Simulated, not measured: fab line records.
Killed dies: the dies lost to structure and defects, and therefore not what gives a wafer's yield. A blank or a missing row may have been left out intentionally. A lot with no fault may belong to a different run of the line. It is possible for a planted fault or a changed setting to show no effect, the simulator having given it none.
fab line records + flow ritCmos
record:
- lots: 7
- wafers: 21
- lastDay: 7
route steps=202 shown GATE@83 M1@202
lots with no fault: from the same line, run without faults
startH: hours from the record's first day to the start of the lot's first wafer shown + waitH: hours from the lot's prior step to this one + " unchanged from the row above + L1.1+2: a row that stands for several wafers + - value missing, or start not given + * or withheld: withheld + < > ~ a bound
route shown NAME@n: NAME is a module with steps in the file, n the number in the route of the first one + usual: mean and standard deviation over wafers with no fault + same: alike in all rows + chamber/n: place in a boat + sites: readings site by site + _std_site: standard deviation across them + _edge_site: outer sites' mean less inner sites' + radiusMm: for every site, how far away it sits from the centre of the wafer + mask NAME#n: copy n + behind: tool/chamber where the wafer was last shaped + hold: cause of the lot's hold/its duration in hours/its outcome + device: names the non-switching transistor (n, p or np) + end of line: the same wafers' tests at the end of the route + step lacking rows: just its recipe + killed: dies lost to structure and defects at the first sort, not the wafer's yield + map: per-die view of a wafer (x killed, . not killed, _ where there is no die)
set.NAME: the setting the step ran with; set.NAME@STEP: the setting that earlier step ran with + model.NAME: the simulator's own value behind a step, which no gauge read
lots at some steps of the route; a table a step, a row a wafer
services: when a tool's chamber went out of use (startH, in hours from the record's first day, below 0 if earlier), for how many hours, and the reason
== steps ==
step: RIT_GATE_THK_MEAS_07
recipe:
- reads: SiO2_of_GATE_OXIDATION_05
usual:
- GATE_OXIDE_THK: 3.05/0.06
| lot.wafer | tool         | chamber | startH | waitH | GATE_OXIDE_THK[nm] |
|-----------|--------------|---------|--------|-------|--------------------|
| L524.1    | filmMetro-02 | -       | 52.76  | 0.0   | 2.95               |
| L524.4    | "            | -       | "      | "     | 2.97               |
| L524.5    | "            | -       | "      | "     | 2.98               |
| L526.1    | filmMetro-01 | -       | 58.70  | 0.0   | 3.01               |
| L526.3    | "            | -       | "      | "     | 3.02               |
| L526.4    | "            | -       | "      | "     | 3.00               |
| L527.1    | filmMetro-02 | -       | 64.72  | 0.0   | 3.09               |
| L527.5    | "            | -       | "      | "     | 3.09               |
| L527.6    | "            | -       | "      | "     | 3.07               |
| L530.1    | filmMetro-01 | -       | 73.67  | 0.0   | 2.98               |
| L530.3    | "            | -       | "      | "     | 3.10               |
| L530.5    | "            | -       | "      | "     | 3.07               |
| L532.1    | filmMetro-03 | -       | 83.92  | 0.0   | 3.07               |
| L532.4    | "            | -       | "      | "     | 3.04               |
| L532.6    | "            | -       | "      | "     | 3.05               |
| L541.3    | filmMetro-03 | -       | 129.77 | 0.0   | 3.13               |
| L541.5    | "            | -       | "      | "     | 3.03               |
| L541.6    | "            | -       | "      | "     | 3.05               |
| L545.2    | filmMetro-02 | -       | 150.21 | 0.0   | 3.00               |
| L545.3    | "            | -       | "      | "     | 2.97               |
| L545.5    | "            | -       | "      | "     | 2.98               |
step: RIT_GATE_CVD_08
recipe:
- material: poly-Si
- targetThkNm: 250
- tempC: 610
- precursor: SiH4
- timeS: 2220
- pressureMtorr: 300
- sih4FlowSccm: 100
step: RIT_GATE_THK_MEAS_09
recipe:
- reads: poly-Si_of_GATE_CVD_08
usual:
- GATE_POLY_THK: 250.4/2.4
| lot.wafer | tool         | chamber | startH | waitH | GATE_POLY_THK[nm] |
|-----------|--------------|---------|--------|-------|-------------------|
| L524.1    | filmMetro-03 | -       | 55.15  | 0.0   | 250.7             |
| L524.4    | "            | -       | "      | "     | 250.0             |
| L524.5    | "            | -       | "      | "     | 252.4             |
| L526.1    | filmMetro-03 | -       | 60.37  | 0.0   | 249.7             |
| L526.3    | "            | -       | "      | "     | 251.9             |
| L526.4    | "            | -       | "      | "     | 251.1             |
| L527.1    | filmMetro-01 | -       | 68.08  | 0.0   | 250.8             |
| L527.5    | "            | -       | "      | "     | 250.5             |
| L527.6    | "            | -       | "      | "     | 250.6             |
| L530.1    | filmMetro-02 | -       | 75.35  | 0.0   | 255.1             |
| L530.3    | "            | -       | "      | "     | 253.7             |
| L530.5    | "            | -       | "      | "     | 255.5             |
| L532.1    | filmMetro-01 | -       | 85.60  | 0.0   | 250.0             |
| L532.4    | "            | -       | "      | "     | 250.6             |
| L532.6    | "            | -       | "      | "     | 251.8             |
| L541.3    | filmMetro-02 | -       | 131.45 | 0.0   | 246.9             |
| L541.5    | "            | -       | "      | "     | 246.0             |
| L541.6    | "            | -       | "      | "     | 246.2             |
| L545.2    | filmMetro-03 | -       | 151.89 | 0.0   | 247.9             |
| L545.3    | "            | -       | "      | "     | 249.1             |
| L545.5    | "            | -       | "      | "     | 248.5             |
step: RIT_GATE_HMDS_10
recipe:
- primeTimeS: 60
- primeTempC: 140
step: RIT_GATE_COAT_11
recipe:
- resist: NOVOLAK
- spinRpm: 4250
- resistThkNm: 850
step: RIT_GATE_SOFTBAKE_12
recipe:
- resist: NOVOLAK
- tempC: 90
- timeS: 60
step: RIT_GATE_EXPOSE_13
recipe:
- maskId: M6
- na: 0.6
- sourceShape: conventional
- sigmaOuter: 0.6
- targetCdNm: 150
- doseMj: 380
step: RIT_GATE_PEB_14
recipe:
- resist: NOVOLAK
- tempC: withheld
- timeS: withheld
step: RIT_GATE_DEVELOP_15
recipe:
- resist: NOVOLAK
- developTimeS: 50
- devTempC: 23
step: RIT_GATE_CD_MEAS_16
recipe:
- targetCdNm: 150
usual:
- cdNm: 150.6/2
| lot.wafer | tool     | chamber | startH | waitH | cdNm  |
|-----------|----------|---------|--------|-------|-------|
| L524.1    | cdSem-02 | -       | 56.18  | -     | 152.4 |
| L524.4    | "        | -       | "      | "     | 153.4 |
| L524.5    | "        | -       | "      | "     | 152.9 |
| L526.1    | cdSem-02 | -       | 61.37  | -     | 149.8 |
| L526.3    | "        | -       | "      | "     | 151.6 |
| L526.4    | "        | -       | "      | "     | 151.8 |
| L527.1    | cdSem-01 | -       | 69.40  | -     | 153.1 |
| L527.5    | "        | -       | "      | "     | 152.0 |
| L527.6    | "        | -       | "      | "     | 150.8 |
| L530.1    | cdSem-02 | -       | 76.50  | -     | 149.7 |
| L530.3    | "        | -       | "      | "     | 149.7 |
| L530.5    | "        | -       | "      | "     | 150.0 |
| L532.1    | cdSem-01 | -       | 86.63  | -     | 153.1 |
| L532.4    | "        | -       | "      | "     | 150.7 |
| L532.6    | "        | -       | "      | "     | 152.5 |
| L541.3    | cdSem-01 | -       | 132.38 | -     | 149.7 |
| L541.5    | "        | -       | "      | "     | 153.4 |
| L541.6    | "        | -       | "      | "     | 153.4 |
| L545.2    | cdSem-02 | -       | 152.96 | -     | 146.6 |
| L545.3    | "        | -       | "      | "     | 148.3 |
| L545.5    | "        | -       | "      | "     | 148.2 |
step: RIT_GATE_OVL_MEAS_17
usual:
- GATE_OVL: 0.1/1.3
| lot.wafer | tool       | chamber | startH | waitH | GATE_OVL[nm] |
|-----------|------------|---------|--------|-------|--------------|
| L524.1    | overlay-01 | -       | 56.30  | 0.1   | -1.8         |
| L524.4    | "          | -       | "      | "     | -1.0         |
| L524.5    | "          | -       | "      | "     | -3.4         |
| L526.1    | overlay-01 | -       | 61.49  | 0.1   | 0.3          |
| L526.3    | "          | -       | "      | "     | -2.2         |
| L526.4    | "          | -       | "      | "     | -0.9         |
| L527.1    | overlay-01 | -       | 69.52  | 0.1   | -0.2         |
| L527.5    | "          | -       | "      | "     | -2.6         |
| L527.6    | "          | -       | "      | "     | -1.2         |
| L530.1    | overlay-01 | -       | 76.62  | 0.1   | 0.0          |
| L530.3    | "          | -       | "      | "     | -0.2         |
| L530.5    | "          | -       | "      | "     | 0.9          |
| L532.1    | overlay-02 | -       | 86.75  | 0.1   | 1.3          |
| L532.4    | "          | -       | "      | "     | 0.5          |
| L532.6    | "          | -       | "      | "     | 0.4          |
| L541.3    | overlay-02 | -       | 132.47 | 0.1   | 0.4          |
| L541.5    | "          | -       | "      | "     | 1.2          |
| L541.6    | "          | -       | "      | "     | 2.8          |
| L545.2    | overlay-02 | -       | 153.06 | 0.1   | 0.6          |
| L545.3    | "          | -       | "      | "     | -1.5         |
| L545.5    | "          | -       | "      | "     | -2.1         |
step: RIT_GATE_HARDBAKE_18
recipe:
- resist: NOVOLAK
- tempC: 140
- timeS: 60
step: RIT_GATE_ETCH_19
recipe:
- chemistry: SF6/CHF3/O2
- timeS: 165
- SF6_flow_sccm: 30
- CHF3_flow_sccm: 30
- O2_flow_sccm: 5
- target: poly-Si
- pressureMtorr: 40
- rfW: 160
- targetDepthA: 3125
- overEtchFrac: 0.25
- stopOn: SiO2
usual:
- CHF3_flow_sccm: 30.00/0.087
- drypumpMotorCurrentA: 5.50/0.2
- oesProductAu: 0.851/0.013
- runLengthS: 193.4/0.49
- throttleValvePct: 10.22/0.14
| lot.wafer | tool     | chamber | startH | waitH | CHF3_flow_sccm | drypumpMotorCurrentA | oesProductAu | rfHoursCounterH | runLengthS | throttleValvePct | model.NOVOLAK_of_GATE_COAT_11.thkNm |
|-----------|----------|---------|--------|-------|----------------|----------------------|--------------|-----------------|------------|------------------|-------------------------------------|
| L524.1    | rieSi-01 | 0       | 56.57  | 0.1   | 30.05          | 5.13                 | 0.859        | 127             | 193.1      | 10.15            | 668.4                               |
| L524.4    | "        | 2       | "      | "     | 30.07          | 5.48                 | 0.847        | 130             | 194.5      | 10.36            | 670.9                               |
| L524.5    | "        | 2       | "      | "     | 30.01          | 5.48                 | 0.857        | -               | 194.0      | 10.35            | 670.6                               |
| L526.1    | rieSi-01 | 0       | 61.72  | 0.1   | 29.98          | 5.11                 | 0.856        | 127             | 192.9      | 10.16            | 666.5                               |
| L526.3    | "        | 1       | "      | "     | 30.04          | 5.77                 | 0.861        | 49              | 192.9      | 9.95             | 671.9                               |
| L526.4    | "        | 2       | "      | "     | 30.20          | 5.50                 | 0.856        | 130             | 193.8      | 10.34            | 671.3                               |
| L527.1    | rieSi-01 | 2       | 69.94  | 0.1   | 29.96          | 5.50                 | 0.808        | 130             | 209.1      | 10.35            | 665.4                               |
| L527.5    | "        | 2       | "      | "     | 29.97          | 5.47                 | 0.800        | -               | 209.1      | 10.35            | 664.4                               |
| L527.6    | "        | 3       | "      | "     | 30.08          | 5.50                 | 0.792        | -               | 209.0      | 10.20            | 663.1                               |
| L530.1    | rieSi-01 | 0       | 76.81  | 0.1   | 30.12          | 5.11                 | 0.816        | 127             | 208.4      | 10.15            | 655.8                               |
| L530.3    | "        | 2       | "      | "     | 29.93          | 5.52                 | 0.812        | 130             | 209.3      | 10.35            | 660.3                               |
| L530.5    | "        | 3       | "      | "     | 30.05          | 5.53                 | 0.799        | -               | 209.3      | 10.19            | 660                                 |
| L532.1    | rieSi-01 | 0       | 87.34  | 0.1   | 30.01          | 5.12                 | 0.807        | 127             | 208.2      | 10.15            | 657.4                               |
| L532.4    | "        | 1       | "      | "     | 30.17          | 5.74                 | 0.800        | 49              | 208.1      | 9.96             | 661.6                               |
| L532.6    | "        | 2       | "      | "     | 30.07          | 5.49                 | 0.813        | -               | 209.2      | 10.37            | 660.7                               |
| L541.3    | rieSi-02 | 3       | 132.64 | 0.1   | 30.18          | 5.31                 | 0.827        | 143             | 192.7      | 10.41            | 674.9                               |
| L541.5    | "        | 1       | "      | "     | 30.15          | 5.57                 | 0.823        | -               | 193.7      | 10.25            | 670                                 |
| L541.6    | "        | 3       | "      | "     | 30.07          | 5.36                 | 0.819        | -               | 192.7      | 10.42            | 675.9                               |
| L545.2    | rieSi-02 | 0       | 153.24 | 0.1   | 29.92          | 5.80                 | 0.833        | 0               | 193.9      | 10.26            | 667.7                               |
| L545.3    | "        | 1       | "      | "     | 29.76          | 5.56                 | 0.836        | 143             | 194.1      | 10.22            | 666.5                               |
| L545.5    | "        | 0       | "      | "     | 29.87          | 5.80                 | 0.847        | -               | 193.8      | 10.26            | 668.3                               |
step: RIT_GATE_STRIP_20
recipe:
- chemistry: O2
- timeS: 180
- resist: NOVOLAK
- platenTempC: withheld
- powerW: 500
- pressureMtorr: 4000
- o2FlowSccm: 4000
usual:
- drypumpMotorCurrentA: 6.0/0.39
| lot.wafer | tool           | chamber | startH | waitH | drypumpMotorCurrentA | rfHoursCounterH |
|-----------|----------------|---------|--------|-------|----------------------|-----------------|
| L524.1    | plasmaAsher-03 | 0       | 56.68  | 0.1   | 6.5                  | 39              |
| L524.4    | "              | 1       | "      | "     | 5.6                  | -               |
| L524.5    | "              | 0       | "      | "     | 6.5                  | -               |
| L526.1    | plasmaAsher-03 | 1       | 61.83  | 0.1   | 5.6                  | 39              |
| L526.3    | "              | 1       | "      | "     | 5.6                  | -               |
| L526.4    | "              | 0       | "      | "     | 6.5                  | -               |
| L527.1    | plasmaAsher-02 | 0       | 70.05  | 0.1   | 6.1                  | 28              |
| L527.5    | "              | 0       | "      | "     | 6.1                  | -               |
| L527.6    | "              | 1       | "      | "     | 6.4                  | -               |
| L530.1    | plasmaAsher-02 | 1       | 76.92  | 0.1   | 6.4                  | 29              |
| L530.3    | "              | 1       | "      | "     | 6.4                  | -               |
| L530.5    | "              | 0       | "      | "     | 6.1                  | -               |
| L532.1    | plasmaAsher-04 | 1       | 87.45  | 0.1   | 5.4                  | 44              |
| L532.4    | "              | 1       | "      | "     | 5.5                  | -               |
| L532.6    | "              | 1       | "      | "     | 5.4                  | -               |
| L541.3    | plasmaAsher-04 | 1       | 132.81 | 0.1   | 5.4                  | -               |
| L541.5    | "              | 1       | "      | "     | 5.4                  | -               |
| L541.6    | "              | 0       | "      | "     | 6.0                  | -               |
| L545.2    | plasmaAsher-02 | 1       | 153.35 | 0.1   | 6.4                  | 38              |
| L545.3    | "              | 1       | "      | "     | 6.4                  | -               |
| L545.5    | "              | 1       | "      | "     | 6.4                  | -               |
step: RIT_M1_PROBE_99
usual:
- killed_at_M0_to_M3: 0.0/0.12
- killedAtContacts: 0.1/0.25
- killedAtFrontEnd: 8/3.3
- killedDies: 8/3.3
- killedOpen: 3.9/2.1
- killedShort: 3.8/2.2
same:
- grossDies: 264
- killed_at_M4_up: 0
- killedAtBackSide: 0
- killedAtOther: 0
| lot.wafer | tool      | chamber | startH | waitH | killed_at_M0_to_M3 | killedAtContacts | killedAtFrontEnd | killedDies | killedOpen | killedShort |
|-----------|-----------|---------|--------|-------|--------------------|------------------|------------------|------------|------------|-------------|
| L524.1    | prober-02 | -       | 79.46  | 0.1   | 0                  | 0                | 5                | 5          | 1          | 4           |
| L524.4    | prober-02 | -       | 79.61  | 0.2   | 0                  | 0                | 5                | 5          | 1          | 4           |
| L524.5    | prober-02 | -       | 79.66  | 0.2   | 0                  | 0                | 10               | 10         | 5          | 5           |
| L526.1    | prober-02 | -       | 81.68  | 0.1   | 0                  | 0                | 12               | 12         | 7          | 5           |
| L526.3    | prober-02 | -       | 81.78  | 0.2   | 0                  | 0                | 7                | 7          | 4          | 3           |
| L526.4    | prober-02 | -       | 81.83  | 0.2   | 0                  | 0                | 10               | 10         | 5          | 5           |
| L527.1    | prober-02 | -       | 92.54  | 0.1   | 0                  | 1                | 3                | 4          | 2          | 2           |
| L527.5    | prober-02 | -       | 92.74  | 0.2   | 0                  | 0                | 8                | 8          | 4          | 4           |
| L527.6    | prober-02 | -       | 92.79  | 0.2   | 0                  | 0                | 5                | 5          | 2          | 3           |
| L530.1    | prober-02 | -       | 98.70  | 0.1   | 0                  | 0                | 4                | 4          | 1          | 3           |
| L530.3    | prober-02 | -       | 98.80  | 0.2   | 0                  | 0                | 15               | 15         | 9          | 6           |
| L530.5    | prober-02 | -       | 98.90  | 0.2   | 0                  | 0                | 11               | 11         | 4          | 7           |
| L532.1    | prober-02 | -       | 107.80 | 0.1   | 0                  | 0                | 11               | 11         | 5          | 6           |
| L532.4    | prober-02 | -       | 107.95 | 0.2   | 0                  | 0                | 7                | 7          | 6          | 1           |
| L532.6    | prober-02 | -       | 108.05 | 0.2   | 0                  | 0                | 5                | 5          | 1          | 4           |
| L541.3    | prober-01 | -       | 155.47 | 0.2   | 0                  | 0                | 4                | 4          | 4          | 0           |
| L541.5    | prober-01 | -       | 155.57 | 0.2   | 0                  | 0                | 6                | 6          | 4          | 2           |
| L541.6    | prober-01 | -       | 155.62 | 0.2   | 1                  | 0                | 2                | 3          | 1          | 2           |
| L545.2    | prober-01 | -       | 175.29 | 0.1   | 0                  | 0                | 6                | 6          | 2          | 4           |
| L545.3    | prober-01 | -       | 175.34 | 0.2   | 0                  | 1                | 5                | 6          | 5          | 1           |
| L545.5    | prober-01 | -       | 175.44 | 0.2   | 0                  | 0                | 9                | 9          | 6          | 3           |
killed by level:class
L524.1 SILICIDE:geometricParticle:short=2 FOX1:geometricParticle:short=1 GATE:geometricParticle:open=1 GATE:geometricParticle:short=1
L524.4 GATE:geometricParticle:short=3 FOX2:geometricParticle:short=1 GATE:geometricParticle:open=1
L524.5 GATE:geometricParticle:open=4 GATE:geometricParticle:short=2 SILICIDE:geometricParticle:short=2 FOX2:geometricParticle:short=1 REOX:geometricParticle:open=1
L526.1 GATE:geometricParticle:open=4 FOX1:geometricParticle:open=2 GATE:geometricParticle:short=2 FOX1:geometricParticle:short=1 FOX2:geometricParticle:short=1 REOX:geometricParticle:open=1 SILICIDE:geometricParticle:short=1
L526.3 SPACER:geometricParticle:open=2 FOX1:geometricParticle:short=1 GATE:geometricParticle:short=1 GATE:geometricParticle:open=1 SPACER:geometricParticle:short=1 SILICIDE:geometricParticle:open=1
L526.4 FOX1:geometricParticle:short=2 GATE:geometricParticle:open=2 REOX:geometricParticle:short=2 FOX2:geometricParticle:short=1 FOX2:geometricParticle:open=1 SPACER:geometricParticle:open=1 SILICIDE:geometricParticle:open=1
L527.1 GATE:geometricParticle:short=2 SPACER:geometricParticle:open=1 CONTACT:geometricParticle:open=1
L527.5 GATE:geometricParticle:open=2 SILICIDE:geometricParticle:open=2 FOX2:geometricParticle:short=1 GATE:geometricParticle:short=1 REOX:geometricParticle:short=1 SPACER:geometricParticle:short=1
L527.6 GATE:geometricParticle:short=2 GATE:geometricParticle:open=1 SPACER:geometricParticle:short=1 SPACER:geometricParticle:open=1
L530.1 FOX2:geometricParticle:open=1 GATE:geometricParticle:short=1 REOX:geometricParticle:short=1 SPACER:geometricParticle:short=1
L530.3 GATE:geometricParticle:open=3 FOX1:geometricParticle:short=2 FOX1:geometricParticle:open=2 GATE:geometricParticle:short=2 SILICIDE:geometricParticle:open=2 FOX2:geometricParticle:short=1 REOX:geometricParticle:open=1 SPACER:geometricParticle:open=1
L530.5 FOX1:geometricParticle:short=3 FOX2:geometricParticle:short=2 FOX1:geometricParticle:open=1 SPACER:geometricParticle:open=1 GATE:geometricParticle:open=1 GATE:geometricParticle:short=1 SILICIDE:geometricParticle:open=1 SILICIDE:geometricParticle:short=1
L532.1 GATE:geometricParticle:short=2 REOX:geometricParticle:open=2 REOX:geometricParticle:short=2 SPACER:geometricParticle:open=2 FOX1:geometricParticle:short=1 FOX2:geometricParticle:open=1 SPACER:geometricParticle:short=1
L532.4 FOX2:geometricParticle:open=2 GATE:geometricParticle:open=2 FOX1:geometricParticle:open=1 REOX:geometricParticle:short=1 SILICIDE:geometricParticle:open=1
L532.6 SILICIDE:geometricParticle:short=2 FOX2:geometricParticle:open=1 FOX2:geometricParticle:short=1 GATE:geometricParticle:short=1
L541.3 GATE:geometricParticle:open=2 FOX2:geometricParticle:open=1 REOX:geometricParticle:open=1
L541.5 GATE:geometricParticle:open=2 FOX1:geometricParticle:open=1 GATE:geometricParticle:short=1 SILICIDE:geometricParticle:short=1 SILICIDE:geometricParticle:open=1
L541.6 GATE:geometricParticle:short=1 SPACER:geometricParticle:open=1 M1:geometricParticle:short=1
L545.2 FOX1:geometricParticle:open=2 GATE:geometricParticle:short=2 REOX:geometricParticle:short=1 SILICIDE:geometricParticle:short=1
L545.3 GATE:geometricParticle:open=2 ACTIVE:geometricParticle:short=1 FOX1:geometricParticle:open=1 REOX:geometricParticle:open=1 CONTACT:geometricParticle:open=1
L545.5 SILICIDE:geometricParticle:open=4 GATE:geometricParticle:short=2 FOX2:geometricParticle:short=1 GATE:geometricParticle:open=1 REOX:geometricParticle:open=1
== services ==
| tool           | chamber | startH | hours | kind          |
|----------------|---------|--------|-------|---------------|
| rieSi-02       | 0       | 67.45  | 2.5   | repair        |
| rieSi-02       | 2       | 72.35  | 3.4   | repair        |
| plasmaAsher-03 | -       | 99.70  | 4.1   | repair        |
| plasmaAsher-04 | -       | 108.75 | 9.0   | pm            |
| plasmaAsher-04 | 0       | 108.75 | 9.0   | ventCycle     |
| plasmaAsher-04 | 1       | 108.75 | 9.0   | ventCycle     |
| rieSi-02       | 0       | 116.19 | -     | clean         |
| rieSi-02       | 0       | 116.19 | 20.9  | scheduledDown |
| rieSi-02       | 0       | 116.19 | 20.9  | ventCycle     |
| plasmaAsher-04 | 0       | 117.75 | -     | clean         |
| plasmaAsher-04 | 1       | 117.75 | -     | clean         |
| rieSi-02       | 3       | 143.70 | -     | clean         |
| rieSi-02       | 3       | 143.70 | 14.3  | scheduledDown |
| rieSi-02       | 3       | 143.70 | 14.3  | ventCycle     |
== key ==
firstSign:
- step: RIT_GATE_ETCH_19
- reading: runLengthS
- direction: up
- sigmas: 31
- usual: *
- struck: *
effect:
- step: RIT_GATE_ETCH_19
- reading: oesProductAu
- direction: down
- sigmas: 3.4
- usual: 0.851
- struck: 0.805
modelEffect:
- step: RIT_GATE_ETCH_19
- value: NOVOLAK_of_GATE_COAT_11.thkNm
- without: 668.8
- struck: 661
metAt RIT_GATE_ETCH_19
struckWafers L527.1,L527.5,L527.6,L530.1,L530.3,L530.5,L532.1,L532.4,L532.6
testerLeftOut L527,L530,L532
onsetBetween 61.72 69.94
fault:
- kind: processParameterDrift
- tool: rieSi-01
- chamber: -
- onsetH: 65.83
- steps: RIT_GATE_ETCH_19
- channel: timeS
- offset: *
- shape: step
- endH: 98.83
- stated: *
testerLeftOut: of these lots the tester's yield and bins aren't shown, on N5 and GAA mostly nor the transistor test; their killed dies are dies lost to structure and defects alone, not to doping, threshold or leakage, so they don't give the yield
